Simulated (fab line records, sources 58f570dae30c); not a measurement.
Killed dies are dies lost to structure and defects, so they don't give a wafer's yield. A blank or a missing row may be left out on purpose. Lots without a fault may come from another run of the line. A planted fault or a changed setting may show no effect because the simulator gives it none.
One fault seen from 2 desks | flow berkeley_cmos170 | each desk has only its own numbers; what lay behind them comes last

THE TOOL OWNER'S DESK: implanter-03
The tool's own readings at UCB170_NVT_IMPLANT_07: means of the sampled wafers that have a number, for each lot that ran on this tool. A lot is out of limits, marked OUT, if its mean lies more than 4 standard deviations from the usual mean; the brackets give that distance.
Columns: A = dose_ions_cm2 at UCB170_NVT_IMPLANT_07, usual 3e+12; B = faraday_current_uA at UCB170_NVT_IMPLANT_07, usual 9.51
lot  | first seen here | A                       | B
L614 | day 5 07:28     | 3e+12                   | 9.38
L615 | day 5 21:04     | 3e+12                   | 9.70
L616 | day 6 05:07     | 3e+12 (-99 or more) OUT | 8.49 (-5.4) OUT
L623 | day 7 23:33     | 3e+12 (-99 or more) OUT | 8.71 (-4.2) OUT
This desk's finding: out of limits on L616, L623; first on L616, day 6 05:07 (dose_ions_cm2 at UCB170_NVT_IMPLANT_07). In limits: L614, L615.

THE METROLOGY DESK
What the gauges read, lot by lot, whatever tool the lot ran on: means of the sampled wafers that have a number. A lot is out of limits, marked OUT, if its mean lies more than 4 standard deviations from the usual mean; the brackets give that distance.
Columns: A = NVT_TW at UCB170_NVT_TW_MEAS_09, usual 521; B = GATE_OXIDE_THK at UCB170_GATE_THK_MEAS_02, usual 6.60 nm; C = V1_TEOS_THK at UCB170_V1_THK_MEAS_01, usual 2006 nm
lot  | first seen here | A              | B    | C
L614 | day 5 07:43     | 518            | 6.55 | 1998
L615 | day 5 21:17     | 524            | 6.73 | 1994
L616 | day 6 05:21     | 498 (-5.3) OUT | 6.67 | 2022
L618 | day 6 14:20     | 513            | 6.67 | 2010
L621 | day 7 11:50     | 516            | 6.68 | 1999
L620 | day 7 12:07     | 516            | 6.67 | 1999
L623 | day 7 23:46     | 498 (-5.2) OUT | 6.71 | 2028
L626 | day 8 06:33     | 526            | 6.57 | 2015
L628 | day 8 21:13     | 517            | 6.43 | 1997
L630 | day 9 04:50     | 522            | 6.53 | 2002
L631 | day 9 05:20     | 516            | 6.47 | 2006
L634 | day 9 22:38     | 525            | 6.65 | 2010
L633 | day 9 22:54     | 517            | 6.67 | 1991
L636 | day 10 18:51    | 517            | 6.79 | 2001
This desk's finding: out of limits on L616, L623; first on L616, day 6 05:21 (NVT_TW at UCB170_NVT_TW_MEAS_09). In limits: L614, L615, L618, L621, L620, L626, L628, L630, L631, L634, L633, L636.

PUT TOGETHER
The tool owner's desk could have raised an alarm at day 6 05:07, on L616, L623.
The metrology desk could have raised an alarm at day 6 05:21, on L616, L623.
Of the lots named, all ran UCB170_NVT_IMPLANT_07 on implanter-03.

WHAT THE SIMULATOR HAD PUT IN
Process parameter drift: implanter-03, from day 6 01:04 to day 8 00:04, at UCB170_NVT_IMPLANT_07. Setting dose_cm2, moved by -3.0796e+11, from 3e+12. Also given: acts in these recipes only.
Lots struck among those shown: L616, L623.
Hours from the fault's start to each desk's first reading out of limits: the tool owner's desk, 4; the metrology desk, 4.
